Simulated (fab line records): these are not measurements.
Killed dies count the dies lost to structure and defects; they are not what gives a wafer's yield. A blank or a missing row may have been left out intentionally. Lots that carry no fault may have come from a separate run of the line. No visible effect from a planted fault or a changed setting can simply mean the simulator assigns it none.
The tool behind it: which one? + flow berkeleyCmos170 + 6 lots, 18 wafers sampled, at 2 steps of a route of 331

WHAT THE GAUGES READ, wafer by wafer
UCB170_SPACER_THK_MEAS_01.
| lot  | measured     | on           | SPACER_TEOS_THK (nm) |
|------|--------------|--------------|----------------------|
| L676 | day 7 10:47  | filmMetro-01 | 375 382 382          |
| L678 | day 8 14:12  | filmMetro-02 | 369 374 377          |
| L682 | day 8 15:00  | filmMetro-02 | 379 385 382          |
| L691 | day 10 14:34 | filmMetro-01 | 370 365 370          |
| L695 | day 11 10:10 | filmMetro-04 | 374 384 379          |
| L697 | day 12 09:10 | filmMetro-02 | 375 381 377          |

WHICH TOOL RAN EACH LOT (tool, then ch and the chambers of the sampled wafers, then the start)
| lot  | UCB170_SPACER_CVD_00            |
|------|---------------------------------|
| L676 | pecvd-02 ch 0,1,2, day 7 10:44  |
| L678 | pecvd-04 ch 1,2, day 8 14:08    |
| L682 | pecvd-02 ch 1,2, day 8 14:56    |
| L691 | pecvd-03 ch 0,2, day 10 14:30   |
| L695 | pecvd-03 ch 0,1,2, day 11 10:08 |
| L697 | pecvd-03 ch 1,2, day 12 09:07   |
- UCB170_SPACER_CVD_00: deposits SiO2 from TEOS/O2, target thk 376 nm, time 47 s.

THE ANSWER, worked out from the rows above alone
Rule: what is usual is taken from the lots themselves. The widest of any qualifying gaps counts: lots, ordered by their means at a reading, are off when they make up no more than a third of the lots, leave a main group of 4 or more, and stand apart from it by 3 or more times the standard deviation of that group's means. The tables above print the reading to a certain number of digits; a main group whose means all agree to those digits is not used. Also off: a lot with no number at a reading for which 4 or more lots have one. The other lots that the step has rows for count as sound.
No lot is off at any reading shown: from this, nothing can be told.

WHAT WAS PUT IN BY THE SIMULATOR
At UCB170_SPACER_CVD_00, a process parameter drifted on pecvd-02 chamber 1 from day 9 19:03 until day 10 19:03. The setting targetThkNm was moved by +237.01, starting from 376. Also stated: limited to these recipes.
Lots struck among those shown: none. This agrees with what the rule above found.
